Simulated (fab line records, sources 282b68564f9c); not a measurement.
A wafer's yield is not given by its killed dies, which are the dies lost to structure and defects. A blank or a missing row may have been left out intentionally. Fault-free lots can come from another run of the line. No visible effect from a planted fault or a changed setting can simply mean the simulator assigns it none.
A struck lot beside a sound one + flow ritCmos + 18 steps out of a route of 202
Sound: these wafers, L548.2, L548.4, L548.6. Struck: wafers L553.2, L553.4 (left out: L553.5, a lot-mate that was not struck); the cause follows at the end.
Order at every step that has rows: each side's tool, ch and its chambers, its first start. Under that, the readings that differ: sound wafers + struck wafers + difference of the means + sigmas: that difference in standard deviations of wafers without a fault.
alike: same words and numbers on both sides, and readings whose means sit less than 2 such deviations apart. not compared: any withheld reading, any reading some wafer has no value for, any bound like >300 that may hide the same value, and any number with overlapping values for which the record gives no deviation.
Wherever a step has rows on one side only, a row that says differs or no value, or a row with sigmas, the two part there. Numbers that don't overlap but have no deviation are shown without sigmas and don't part them. Lack of a reading on every wafer of one side parts them only where that side has two or more wafers.

RIT_M1_SPUTTER_00: material Al, target thk 400 nm, time 500 s.
  sound on pvdSputter-04, day 3 15:51; struck on pvdSputter-03, day 4 16:32
  alike: throttleValvePct
RIT_M1_RS_MEAS_01: uses a four-point probe to measure.
  sound on filmMetro-02, day 3 16:10; struck on filmMetro-03, day 4 16:50
  alike: M1_AL_RS
RIT_M1_THK_MEAS_02: measures by xrf.
  sound on filmMetro-02, day 3 16:16; struck on filmMetro-03, day 4 16:57
  alike: M1_AL_THK
then, 6 steps without rows for these wafers: RIT_M1_HMDS_03 (prime time 60 s); RIT_M1_COAT_04 (resist thk 1300 nm); RIT_M1_SOFTBAKE_05 (time 60 s); RIT_M1_EXPOSE_06 (exposes mask M12, target cd 2600 nm); RIT_M1_PEB_07; RIT_M1_DEVELOP_08 (develop time 68 s).
RIT_M1_CD_MEAS_09 targets a cd of 2600 nm.
  sound on cdSem-01, day 3 17:28; struck on cdSem-01, day 4 17:54
  alike: cdNm
RIT_M1_OVL_MEAS_10:
  sound on overlay-01, day 3 17:35; struck on overlay-01, day 4 18:01
  alike: M1_OVL
then, 1 step without rows for these wafers: RIT_M1_HARDBAKE_11 (time 120 s).
RIT_M1_METAL_ETCH_12: etches Al in Cl2/BCl3, stops on SiO2, time 165 s, target depth 600 nm.
  sound on rieMetal-01 ch 0,1, day 3 17:55; struck on rieMetal-02 ch 0, day 4 18:17
| reading                                 | sound             | struck      | difference | sigmas |
|-----------------------------------------|-------------------|-------------|------------|--------|
| model.NOVOLAK_of_M1_COAT_04.thkNm (nm)  | 816.3 805.1 803.6 | 680.9 682.7 | -126.5     |        |
| model.SiO2_of_CONTACT_CVD_00.thkNm (nm) | 356.1 363.2 362.9 | 353.4 352.7 | -7.7       |        |
| model.M1.featureDepthNm (nm)            | 435.2 436.6 435.7 | 439.5 440.6 | +4.2       |        |
  alike: drypumpMotorCurrentA, oesProductAu, throttleValvePct
  not compared: rfHoursCounterH
then, 1 step without rows for these wafers: RIT_M1_STRIP_13 (strips in nmp, time 600 s).
RIT_M1_STRIP_14: strips in O2, time 180 s.
  sound on plasmaAsher-01 ch 0,1, day 3 18:16; struck on plasmaAsher-01 ch 1, day 4 18:41
| reading           | sound          | struck    | difference | sigmas |
|-------------------|----------------|-----------|------------|--------|
| o2FlowSccm (sccm) | 4006 4019 4019 | 3975 3998 | -28        | -2     |
  alike: drypumpMotorCurrentA
  not compared: rfHoursCounterH
RIT_M1_CD_MEAS_90 targets a cd of 2600 nm.
  sound on cdSem-02, day 3 18:27; struck on cdSem-01, day 4 18:52
| reading   | sound          | struck    | difference | sigmas |
|-----------|----------------|-----------|------------|--------|
| cdNm (nm) | 2601 2602 2603 | 2591 2590 | -12        | -3     |
then, 1 step without rows for these wafers: RIT_M1_ANNEAL_15 (time 1800 s).
RIT_M1_PROBE_99:
  sound on prober-01, day 3 20:13; struck on prober-02, day 4 20:38
| reading                            | sound                        | struck           | difference | sigmas |
|------------------------------------|------------------------------|------------------|------------|--------|
| model.etest.antennaM1.vtShiftV (V) | -0.008913 -0.007901 -0.01273 | -0.02882 -0.0233 | -0.01621   |        |
  alike: defectLimitedYield, killedAtFrontEnd, killedDies, killedOpen, killedShort

== WHERE THEY PART ==
First at RIT_M1_STRIP_14; last, within this record, at RIT_M1_CD_MEAS_90. Later steps at which nothing parts them and some readings are alike: RIT_M1_PROBE_99.

WHY: the cause the simulator had injected
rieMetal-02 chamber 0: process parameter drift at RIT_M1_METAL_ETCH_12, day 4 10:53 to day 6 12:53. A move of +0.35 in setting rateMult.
